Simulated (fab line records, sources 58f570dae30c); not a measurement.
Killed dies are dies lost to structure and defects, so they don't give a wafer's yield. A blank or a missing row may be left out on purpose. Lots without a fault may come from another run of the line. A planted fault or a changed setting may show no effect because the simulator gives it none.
One fault seen from 2 desks | flow berkeley_cmos170 | each desk has only its own numbers; what lay behind them comes last

THE METROLOGY DESK
What the gauges read, lot by lot, whatever tool the lot ran on: means of the sampled wafers that have a number. A lot is out of limits, marked OUT, if its mean lies more than 4 standard deviations from the usual mean; the brackets give that distance.
Columns: A = NWELL_OXIDE_THK at UCB170_NWELL_THK_MEAS_02, usual 26.5 nm; B = PWELL_OXIDE_THK at UCB170_PWELL_THK_MEAS_03, usual 26.7 nm; C = GATE_OXIDE_THK at UCB170_GATE_THK_MEAS_02, usual 6.58 nm
lot  | first seen here | A    | B    | C
L286 | day 2 05:37     | 26.7 | 26.6 | 6.66
L288 | day 2 23:11     | 26.2 | 27.2 | 6.59
L289 | day 2 23:11     | 26.7 | 26.8 | 6.37
L290 | day 3 11:36     | 26.2 | 26.1 | 6.63
L291 | day 3 16:22     | 26.5 | 26.9 | 6.74
L292 | day 4 02:52     | 26.3 | 27.0 | 6.64
L293 | day 4 02:56     | 26.5 | 26.3 | 6.79
L294 | day 4 02:59     | 26.2 | 26.7 | 6.58
L295 | day 4 12:45     | 26.3 | 26.9 | 6.69
L297 | day 4 17:07     | 26.7 | 26.3 | 8.12 (+13) OUT
L298 | day 5 01:44     | 26.9 | 26.3 | 8.05 (+12) OUT
L301 | day 5 06:53     | 26.1 | 26.8 | 6.47
L304 | day 5 22:59     | 27.2 | 27.1 | 6.56
L305 | day 6 11:11     | 26.7 | 27.6 | 6.42
This desk's finding: out of limits on L297, L298; first on L297, day 8 12:47 (GATE_OXIDE_THK at UCB170_GATE_THK_MEAS_02). In limits: L286, L288, L289, L290, L291, L292, L293, L294, L295, L301, L304, L305.

THE TOOL OWNER'S DESK: furnace-03
The tool's own readings at UCB170_GATE_OXIDATION_01 (target thk 6.6 nm, ox time 1800 s): means of the sampled wafers that have a number, for each lot that ran on this tool. A lot is out of limits, marked OUT, if its mean lies more than 4 standard deviations from the usual mean; the brackets give that distance.
Columns: A = spike_tc_centre_C at UCB170_GATE_OXIDATION_01, usual 852.4 C; B = spike_tc_load_C at UCB170_GATE_OXIDATION_01, usual 876 C; C = spike_tc_source_C at UCB170_GATE_OXIDATION_01, usual 869.8 C; D = tube_center_temp_C at UCB170_GATE_OXIDATION_01, usual 850.01 C; E = tube_center_temp_C_max at UCB170_GATE_OXIDATION_01, usual 852.2; F = zone_power_centre_pct at UCB170_GATE_OXIDATION_01, usual 42 %
lot  | first seen here | A               | B   | C               | D                        | E               | F
L292 | day 8 01:46     | 852.5           | 881 | 870.3           | 850.03                   | 851.8           | 41
L293 | day 8 01:46     | 852.0           | 880 | 870.3           | 849.97                   | 852.3           | 41
L294 | day 8 01:46     | 853.0           | 881 | 870.5           | 850.03                   | 852.4           | 41
L295 | day 8 01:46     | 853.5           | 880 | 871.0           | 849.98                   | 852.2           | 41
L297 | day 8 11:17     | 869.7 (+13) OUT | 897 | 886.9 (+16) OUT | 866.03 (+99 or more) OUT | 868.2 (+47) OUT | 41
L298 | day 8 11:17     | 869.1 (+13) OUT | 896 | 886.7 (+15) OUT | 865.97 (+99 or more) OUT | 868.1 (+47) OUT | 42
This desk's finding: out of limits on L297, L298; first on L297, day 8 11:17 (spike_tc_centre_C at UCB170_GATE_OXIDATION_01). In limits: L292, L293, L294, L295.

PUT TOGETHER
The tool owner's desk could have raised an alarm at day 8 11:17, on L297, L298.
The metrology desk could have raised an alarm at day 8 12:47, on L297, L298.
Of the lots named, all ran UCB170_GATE_OXIDATION_01 on furnace-03.

WHAT THE SIMULATOR HAD PUT IN
Process parameter drift: furnace-03, from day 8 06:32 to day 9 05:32, at UCB170_GATE_OXIDATION_01. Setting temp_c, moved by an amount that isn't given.
Lots struck among those shown: L297, L298.
Hours from the fault's start to each desk's first reading out of limits: the tool owner's desk, 5; the metrology desk, 6.
